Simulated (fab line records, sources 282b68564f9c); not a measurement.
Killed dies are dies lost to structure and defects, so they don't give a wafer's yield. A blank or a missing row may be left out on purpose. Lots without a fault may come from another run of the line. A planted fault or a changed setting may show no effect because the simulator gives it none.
Problem report in the 8D (eight disciplines) form, filled by code | flow rit_cmos | the parts of the form that need people (team, actions taken, sign-off) are left out

1. THE PROBLEM
killed_at_front_end at RIT_M1_PROBE_99 reads a mean of 124 on 6 wafers of 2 lots; wafers without a fault read 7 with a standard deviation of 3.1. That is +38 standard deviations from the usual mean.
First seen on wafer L317.1, day 7 08:34, on prober-02. The record holds 42 wafers of 14 lots with a number at this step. Rule for "out", or "out of limits": more than 4 standard deviations from the usual mean. The other wafers with a number count as sound.

2. WHAT IT IS AND WHAT IT IS NOT
question                    | is                                              | is not
which readings at this step | killed_at_front_end, killed_dies, killed_on_rim | killed_at_M0_to_M3, killed_open, killed_short
which lots                  | L317, L318                                      | L299, L300, L301, L302, L303, L308, L309, L310, L311, L319, L320, L321
which wafers of those lots  | all that have a number                          | -
read on which tools         | prober-01, prober-02                            | -
when                        | from day 7 08:34                                | up to then (27 sound wafers); but 9 sound wafers of L319, L320, L321 came after

3. SUSPECTS, AND WHAT RULES EACH OUT
Counting: a tool at a process step up to the reading stays a suspect if it ran every lot that is out and no sound lot after the first of them.
- furnace-02 at RIT_FOX2_OXIDATION_00 (target thk 350.7 nm, ox time 1130 s): kept. It ran every lot that is out, first L317 (day 5 16:59), and no sound lot after that; its last sound lot up to then is L311 (day 4 06:16).
Left after counting: furnace-02 at RIT_FOX2_OXIDATION_00.

4. THE CAUSE (what the simulator had put in)
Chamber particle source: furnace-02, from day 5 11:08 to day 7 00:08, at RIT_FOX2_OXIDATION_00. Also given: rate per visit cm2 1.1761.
Counting left only this tool.

5. THE CHAIN OF EFFECTS, in route order
Each row: a reading whose mean over the struck wafers that have a number lies more than 3 standard deviations from the usual. Only readings for which the record gives a usual standard deviation are gone through. hours: the time from each lot's start at the first step in this table that gives one to its start at this step, as a median over the lots. sigmas: the change in usual standard deviations.
hours | step            | reading             | usual | on struck wafers | change | sigmas
0     | RIT_M1_PROBE_99 | killed_at_front_end | 7     | 124              | +118   | +38
0     | RIT_M1_PROBE_99 | killed_dies         | 7     | 125              | +118   | +38
0     | RIT_M1_PROBE_99 | killed_on_rim       | 1.9   | 31.8             | +29.9  | +20
The process steps in it:
- RIT_M1_PROBE_99

6. WHAT WOULD HAVE CAUGHT IT SOONER
In this record the first reading out of limits was taken at day 7 08:34, 45 hours after the fault began at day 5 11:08.
All the lots that are out (2) had begun RIT_FOX2_OXIDATION_00 on furnace-02 by day 7 08:34. A hold on the tool at that time would have spared none of them.
